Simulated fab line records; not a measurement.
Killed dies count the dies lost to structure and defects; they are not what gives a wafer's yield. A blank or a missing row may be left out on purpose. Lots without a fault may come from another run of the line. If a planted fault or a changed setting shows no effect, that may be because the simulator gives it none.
Which of the tools did it? / flow berkeley cmos170 / 42 wafers from 14 lots sampled at 5 of the route's 331 steps

== WHAT EACH GAUGE READ, for each wafer ==
UCB170_NWELL_OVL_MEAS_12.
lot=L291; measured=day 3 00:00; on=overlay-01; NWELL_OVL (nm)=-13 -19 -10
lot=L292; measured=day 3 00:16; on=overlay-02; NWELL_OVL (nm)=-8 -6 -11
lot=L293; measured=day 3 07:37; on=overlay-02; NWELL_OVL (nm)=-12 -6 -6
lot=L294; measured=day 3 15:09; on=overlay-02; NWELL_OVL (nm)=-3 -4 4
lot=L295; measured=day 3 15:26; on=overlay-02; NWELL_OVL (nm)=-8 -4 -11
lot=L296; measured=day 3 23:52; on=overlay-01; NWELL_OVL (nm)=-1 -6 3
lot=L299; measured=day 4 11:43; on=overlay-02; NWELL_OVL (nm)=-14 -10 -4
lot=L298; measured=day 4 12:28; on=overlay-01; NWELL_OVL (nm)=4 -1 0
lot=L300; measured=day 4 16:44; on=overlay-02; NWELL_OVL (nm)=8 1 5
lot=L303; measured=day 5 14:18; on=overlay-01; NWELL_OVL (nm)=-12 -3 -10
lot=L307; measured=day 6 02:17; on=overlay-01; NWELL_OVL (nm)=-3 -5 -1
lot=L309; measured=day 6 13:29; on=overlay-02; NWELL_OVL (nm)=-5 -1 -5
lot=L310; measured=day 6 22:15; on=overlay-02; NWELL_OVL (nm)=4 4 0
lot=L311; measured=day 7 05:24; on=overlay-02; NWELL_OVL (nm)=-5 1 1

UCB170_PLDD_OVL_MEAS_07.
lot=L291; measured=day 6 20:12; on=overlay-02; PLDD_OVL (nm)=-1 2 0
lot=L292; measured=day 6 19:35; on=overlay-02; PLDD_OVL (nm)=-8 -6 3
lot=L293; measured=day 7 13:53; on=overlay-02; PLDD_OVL (nm)=1 9 1
lot=L294; measured=day 8 02:57; on=overlay-01; PLDD_OVL (nm)=-6 -12 -10
lot=L295; measured=day 7 20:11; on=overlay-01; PLDD_OVL (nm)=-5 -11 -4
lot=L296; measured=day 8 03:38; on=overlay-01; PLDD_OVL (nm)=9 10 11
lot=L299; measured=day 8 02:28; on=overlay-01; PLDD_OVL (nm)=-1 -6 -4
lot=L298; measured=day 8 19:36; on=overlay-02; PLDD_OVL (nm)=-1 -4 -9
lot=L300; measured=day 8 19:18; on=overlay-01; PLDD_OVL (nm)=9 -4 8
lot=L303; measured=day 9 22:51; on=overlay-01; PLDD_OVL (nm)=2 1 -9
lot=L307; measured=day 10 04:59; on=overlay-01; PLDD_OVL (nm)=-10 4 -8
lot=L309; measured=day 10 15:20; on=overlay-01; PLDD_OVL (nm)=-6 0 3
lot=L310; measured=day 11 01:07; on=overlay-02; PLDD_OVL (nm)=-9 3 -6
lot=L311; measured=day 11 00:34; on=overlay-02; PLDD_OVL (nm)=-8 5 4

UCB170_SDANNEAL_RS_MEAS_04: measurement is done with a four-point probe.
lot=L291; measured=day 7 10:32; on=film metro-01; PLDD_RS (ohm/sq)=1028.4 1026.8 1031.4
lot=L292; measured=day 7 08:40; on=film metro-01; PLDD_RS (ohm/sq)=1032.6 1027.0 1028.5
lot=L293; measured=day 8 03:36; on=film metro-03; PLDD_RS (ohm/sq)=1030.2 1026.4 1029.8
lot=L294; measured=day 8 17:16; on=film metro-02; PLDD_RS (ohm/sq)=1028.3 1032.0 1029.2
lot=L295; measured=day 8 12:15; on=film metro-02; PLDD_RS (ohm/sq)=1032.8 1030.3 1030.9
lot=L296; measured=day 8 16:55; on=film metro-03; PLDD_RS (ohm/sq)=1030.0 1029.5 1029.1
lot=L299; measured=day 8 16:43; on=film metro-02; PLDD_RS (ohm/sq)=1031.5 1031.3 1029.0
lot=L298; measured=day 9 07:40; on=film metro-01; PLDD_RS (ohm/sq)=1089.2 1087.0 1085.3
lot=L300; measured=day 9 07:27; on=film metro-02; PLDD_RS (ohm/sq)=1091.5 1094.6 1095.8
lot=L303; measured=day 10 14:18; on=film metro-02; PLDD_RS (ohm/sq)=1036.5 1036.4 1035.8
lot=L307; measured=day 10 19:23; on=film metro-03; PLDD_RS (ohm/sq)=1028.6 1031.9 1031.3
lot=L309; measured=day 11 05:35; on=film metro-02; PLDD_RS (ohm/sq)=1032.3 1031.2 1032.8
lot=L310; measured=day 11 14:11; on=film metro-01; PLDD_RS (ohm/sq)=1028.1 1030.3 1029.9
lot=L311; measured=day 11 13:34; on=film metro-01; PLDD_RS (ohm/sq)=1034.8 1031.9 1033.3

== EACH LOT AND THE TOOL THAT RAN IT (in order: tool; ch and the chambers of the sampled wafers; start) ==
lot=L291; UCB170_PLDD_STRIP_10=plasma asher-03 ch 0,1, day 6 20:32; UCB170_SPACER_ANNEAL_02=furnace-04 ch 0, day 7 01:02
lot=L292; UCB170_PLDD_STRIP_10=plasma asher-03 ch 0,1, day 6 19:55; UCB170_SPACER_ANNEAL_02=furnace-04 ch 0, day 7 01:02
lot=L293; UCB170_PLDD_STRIP_10=plasma asher-03 ch 0,1, day 7 14:14; UCB170_SPACER_ANNEAL_02=furnace-01 ch 0, day 7 19:32
lot=L294; UCB170_PLDD_STRIP_10=plasma asher-03 ch 0,1, day 8 03:17; UCB170_SPACER_ANNEAL_02=furnace-01 ch 0, day 8 10:13
lot=L295; UCB170_PLDD_STRIP_10=plasma asher-03 ch 0,1, day 7 20:32; UCB170_SPACER_ANNEAL_02=furnace-03 ch 0, day 8 02:33
lot=L296; UCB170_PLDD_STRIP_10=plasma asher-04 ch 0,1, day 8 03:58; UCB170_SPACER_ANNEAL_02=furnace-01 ch 0, day 8 10:13
lot=L299; UCB170_PLDD_STRIP_10=plasma asher-04 ch 0,1, day 8 02:47; UCB170_SPACER_ANNEAL_02=furnace-01 ch 0, day 8 10:13
lot=L298; UCB170_PLDD_STRIP_10=plasma asher-03 ch 0,1, day 8 19:58; UCB170_SPACER_ANNEAL_02=furnace-01 ch 0, day 9 01:09
lot=L300; UCB170_PLDD_STRIP_10=plasma asher-02 ch 0,1, day 8 19:40; UCB170_SPACER_ANNEAL_02=furnace-01 ch 0, day 9 01:09
lot=L303; UCB170_PLDD_STRIP_10=plasma asher-02 ch 0,1, day 9 23:11; UCB170_SPACER_ANNEAL_02=furnace-03 ch 0, day 10 03:43
lot=L307; UCB170_PLDD_STRIP_10=plasma asher-04 ch 0,1, day 10 05:19; UCB170_SPACER_ANNEAL_02=furnace-03 ch 0, day 10 10:23
lot=L309; UCB170_PLDD_STRIP_10=plasma asher-02 ch 0,1, day 10 15:40; UCB170_SPACER_ANNEAL_02=furnace-04 ch 0, day 10 22:16
lot=L310; UCB170_PLDD_STRIP_10=plasma asher-02 ch 0,1, day 11 01:27; UCB170_SPACER_ANNEAL_02=furnace-04 ch 0, day 11 06:26
lot=L311; UCB170_PLDD_STRIP_10=plasma asher-03 ch 0,1, day 11 00:54; UCB170_SPACER_ANNEAL_02=furnace-04 ch 0, day 11 06:26
- UCB170_PLDD_STRIP_10: strips in O2.
- UCB170_SPACER_ANNEAL_02: time 1800 s.

== AS READ BY THE TOOLS THEMSELVES (means over the sampled wafers that have a number; for cases with no such wafer, the mark the record gives instead) ==
UCB170_PLDD_STRIP_10.
lot=L291; tool=plasma asher-03; drypump motor current A (A)=6.2; oes product au (a.u.)=0.732; strip time to endpoint s (s)=21.55
lot=L292; tool=plasma asher-03; drypump motor current A (A)=6.2; oes product au (a.u.)=0.735; strip time to endpoint s (s)=21.61
lot=L293; tool=plasma asher-03; drypump motor current A (A)=6.1; oes product au (a.u.)=0.738; strip time to endpoint s (s)=21.51
lot=L294; tool=plasma asher-03; drypump motor current A (A)=6.2; oes product au (a.u.)=0.736; strip time to endpoint s (s)=21.64
lot=L295; tool=plasma asher-03; drypump motor current A (A)=6.2; oes product au (a.u.)=0.731; strip time to endpoint s (s)=21.59
lot=L296; tool=plasma asher-04; drypump motor current A (A)=5.2; oes product au (a.u.)=0.735; strip time to endpoint s (s)=21.66
lot=L299; tool=plasma asher-04; drypump motor current A (A)=5.3; oes product au (a.u.)=0.730; strip time to endpoint s (s)=21.73
lot=L298; tool=plasma asher-03; drypump motor current A (A)=6.2; oes product au (a.u.)=0.733; strip time to endpoint s (s)=21.71
lot=L300; tool=plasma asher-02; drypump motor current A (A)=5.8; oes product au (a.u.)=0.738; strip time to endpoint s (s)=21.59
lot=L303; tool=plasma asher-02; drypump motor current A (A)=5.9; oes product au (a.u.)=0.740; strip time to endpoint s (s)=21.55
lot=L307; tool=plasma asher-04; drypump motor current A (A)=5.1; oes product au (a.u.)=0.732; strip time to endpoint s (s)=21.60
lot=L309; tool=plasma asher-02; drypump motor current A (A)=5.8; oes product au (a.u.)=0.735; strip time to endpoint s (s)=21.59
lot=L310; tool=plasma asher-02; drypump motor current A (A)=5.9; oes product au (a.u.)=0.740; strip time to endpoint s (s)=21.65
lot=L311; tool=plasma asher-03; drypump motor current A (A)=6.2; oes product au (a.u.)=0.736; strip time to endpoint s (s)=21.54

UCB170_SPACER_ANNEAL_02.
lot=L291; tool=furnace-04; spike tc centre C (C)=901.5; spike tc load C (C)=923; spike tc source C (C)=919; tube center temp C (C)=899.98; tube_center_temp_C_max=902.4; zone power load pct (%)=24.9
lot=L292; tool=furnace-04; spike tc centre C (C)=899.7; spike tc load C (C)=924; spike tc source C (C)=919; tube center temp C (C)=900.04; tube_center_temp_C_max=902.1; zone power load pct (%)=25.0
lot=L293; tool=furnace-01; spike tc centre C (C)=901.7; spike tc load C (C)=915; spike tc source C (C)=916; tube center temp C (C)=899.98; tube_center_temp_C_max=902.3; zone power load pct (%)=29.5
lot=L294; tool=furnace-01; spike tc centre C (C)=900.8; spike tc load C (C)=916; spike tc source C (C)=915; tube center temp C (C)=900.02; tube_center_temp_C_max=902.5; zone power load pct (%)=29.3
lot=L295; tool=furnace-03; spike tc centre C (C)=903.0; spike tc load C (C)=928; spike tc source C (C)=924; tube center temp C (C)=899.97; tube_center_temp_C_max=902.1; zone power load pct (%)=23.4
lot=L296; tool=furnace-01; spike tc centre C (C)=902.6; spike tc load C (C)=916; spike tc source C (C)=916; tube center temp C (C)=899.99; tube_center_temp_C_max=902.0; zone power load pct (%)=29.2
lot=L299; tool=furnace-01; spike tc centre C (C)=900.7; spike tc load C (C)=915; spike tc source C (C)=915; tube center temp C (C)=900.02; tube_center_temp_C_max=902.3; zone power load pct (%)=29.1
lot=L298; tool=furnace-01; spike tc centre C (C)=886.8; spike tc load C (C)=899; spike tc source C (C)=900; tube center temp C (C)=885.08; tube_center_temp_C_max=887.4; zone power load pct (%)=28.0
lot=L300; tool=furnace-01; spike tc centre C (C)=887.3; spike tc load C (C)=900; spike tc source C (C)=902; tube center temp C (C)=884.98; tube_center_temp_C_max=887.4; zone power load pct (%)=27.9
lot=L303; tool=furnace-03; spike tc centre C (C)=903.1; spike tc load C (C)=927; spike tc source C (C)=923; tube center temp C (C)=900.04; tube_center_temp_C_max=902.4; zone power load pct (%)=23.3
lot=L307; tool=furnace-03; spike tc centre C (C)=904.1; spike tc load C (C)=927; spike tc source C (C)=924; tube center temp C (C)=899.99; tube_center_temp_C_max=902.5; zone power load pct (%)=23.5
lot=L309; tool=furnace-04; spike tc centre C (C)=900.0; spike tc load C (C)=922; spike tc source C (C)=919; tube center temp C (C)=899.97; tube_center_temp_C_max=902.4; zone power load pct (%)=24.9
lot=L310; tool=furnace-04; spike tc centre C (C)=900.8; spike tc load C (C)=923; spike tc source C (C)=918; tube center temp C (C)=899.97; tube_center_temp_C_max=902.2; zone power load pct (%)=25.0
lot=L311; tool=furnace-04; spike tc centre C (C)=901.0; spike tc load C (C)=923; spike tc source C (C)=919; tube center temp C (C)=899.97; tube_center_temp_C_max=902.3; zone power load pct (%)=24.8

== THE ANSWER, worked out from the rows above alone ==
Rule: usual is defined by the lots themselves. Put in order of their means at a reading, lots are off if they are a third of the lots or fewer, leave a main group of 4 or more, and stand apart from it by a gap of 3 or more times the standard deviation of the main group's means; of several such gaps the widest counts. If all means in a main group match to the digits the tables above print for the reading, that group is not used. Also off: a lot with no number at a reading for which 4 or more lots have one. The other lots that the step has rows for count as sound. The gauges are gone through in route order, then the tools' own readings, and for those a lot's mean is taken as printed above. At the first step where some lot is off, the reading lying furthest off is the one used; lots without a number count as furthest.
Off: at UCB170_SDANNEAL_RS_MEAS_04 (PLDD_RS), L298, L300. Main group: mean 1030.8 ohm/sq, sd 2.1.
A tool fits if, at a process step before that reading, it ran every lot that is off, and no sound lot after the first of them. Not tried: the gauges at UCB170_SDANNEAL_RS_MEAS_04; whatever is off there is also off at UCB170_SPACER_ANNEAL_02, on other tools, and gauge error can't account for it. One candidate fits, namely furnace-01 at UCB170_SPACER_ANNEAL_02. A fault onset in the window from L294 (day 8 10:13, its last sound lot) to L298 (day 9 01:09, its first lot off) fits.
The tool's own readings at UCB170_SPACER_ANNEAL_02 bear it out: on the lots that are off they differ by more than 5 times the standard deviation of the sound lots' means. spike tc centre C reads 887.0 C there against 901.6 C on the sound lots; spike tc source C reads 901 C there against 919 C on the sound lots; tube center temp C reads 885.03 C there against 900.00 C on the sound lots; tube_center_temp_C_max reads 887.4 there against 902.3 on the sound lots.

== WHAT WAS PUT IN BY THE SIMULATOR ==
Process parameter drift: furnace-01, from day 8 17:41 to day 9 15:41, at UCB170_SPACER_ANNEAL_02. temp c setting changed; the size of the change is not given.
Shown lots that were struck: L298, L300. The same result came from the rule above.
